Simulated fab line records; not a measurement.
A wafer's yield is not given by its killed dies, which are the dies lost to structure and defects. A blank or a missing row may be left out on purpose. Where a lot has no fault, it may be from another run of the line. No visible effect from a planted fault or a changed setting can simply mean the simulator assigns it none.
One fault seen from 2 desks / flow rit cmos / each desk holds nothing but its own numbers, with what lay behind them at the end

## DESK OF THE TOOL OWNER: litho track-01
The tool's own readings at RIT_ACTIVE_SOFTBAKE_07 (time 60 s): means of the sampled wafers that have a number, for each lot that ran on this tool. Marked OUT: a lot whose mean sits more than 4 standard deviations from the usual mean, which makes it out of limits; the brackets give that distance.
Columns: A = heater power total W at RIT_ACTIVE_SOFTBAKE_07, usual 34.56 W; B = run length s at RIT_ACTIVE_SOFTBAKE_07, usual 89.04 s
lot=L583; first seen here=day 2 05:50; A=34.60; B=89.30
lot=L588; first seen here=day 3 05:53; A=37.13 (+53) OUT; B=75.45 (-68) OUT
lot=L591; first seen here=day 3 22:30; A=37.21 (+55) OUT; B=75.36 (-68) OUT
Finding of this desk: L588, L591 out of limits; the first was L588 at day 3 05:53, on heater power total W at RIT_ACTIVE_SOFTBAKE_07. In limits: L583.

## FROM THE METROLOGY DESK
Means of the sampled wafers that have a number, per lot and without regard to the tool the lot ran on: this is what the gauges read. Marked OUT: a lot whose mean sits more than 4 standard deviations from the usual mean, which makes it out of limits; the brackets give that distance.
Columns: A = FOX1_OXIDE_THK at RIT_FOX1_THK_MEAS_01, usual 349 nm; B = FOX2_OXIDE_THK at RIT_FOX2_THK_MEAS_01, usual 350 nm; C = PWELL_RS at RIT_WELLDRIVE_RS_MEAS_02, usual 429.1 ohm/sq
lot=L580; first seen here=day 1 18:59; A=351; B=361; C=427.8
lot=L582; first seen here=day 2 04:18; A=343; B=354; C=430.0
lot=L583; first seen here=day 2 08:56; A=354; B=361; C=429.4
lot=L588; first seen here=day 3 11:43; A=345; B=346; C=427.9
lot=L590; first seen here=day 3 21:32; A=347; B=348; C=429.9
lot=L591; first seen here=day 4 01:28; A=347; B=350; C=427.2
lot=L592; first seen here=day 4 06:39; A=359; B=359; C=429.4
lot=L595; first seen here=day 4 22:38; A=345; B=350; C=429.8
lot=L597; first seen here=day 5 08:36; A=349; B=351; C=427.8
lot=L598; first seen here=day 5 11:49; A=355; B=356; C=430.9
lot=L599; first seen here=day 5 16:35; A=355; B=352; C=428.9
lot=L600; first seen here=day 5 23:52; A=341; B=345; C=428.0
lot=L601; first seen here=day 6 04:37; A=330; B=343; C=428.7
lot=L602; first seen here=day 6 08:14; A=346; B=339; C=431.4
This desk's finding: nothing out of limits on any of the 14 lots.

## PUT TOGETHER
The tool owner's desk could have raised an alarm at day 3 05:53, on L588, L591.
At the metrology desk, nothing out of limits was observed.
The metrology desk holds a record of L588, L591, inside its limits.
Every lot named ran RIT_ACTIVE_SOFTBAKE_07 on litho track-01.

## WHAT THE SIMULATOR HAD INSERTED
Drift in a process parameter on litho track-01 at RIT_ACTIVE_SOFTBAKE_07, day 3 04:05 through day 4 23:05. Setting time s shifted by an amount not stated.
Shown lots that were struck: L588, L591.
How many hours passed from the start of the fault until each desk's first out-of-limits reading: the tool owner's desk, 2.
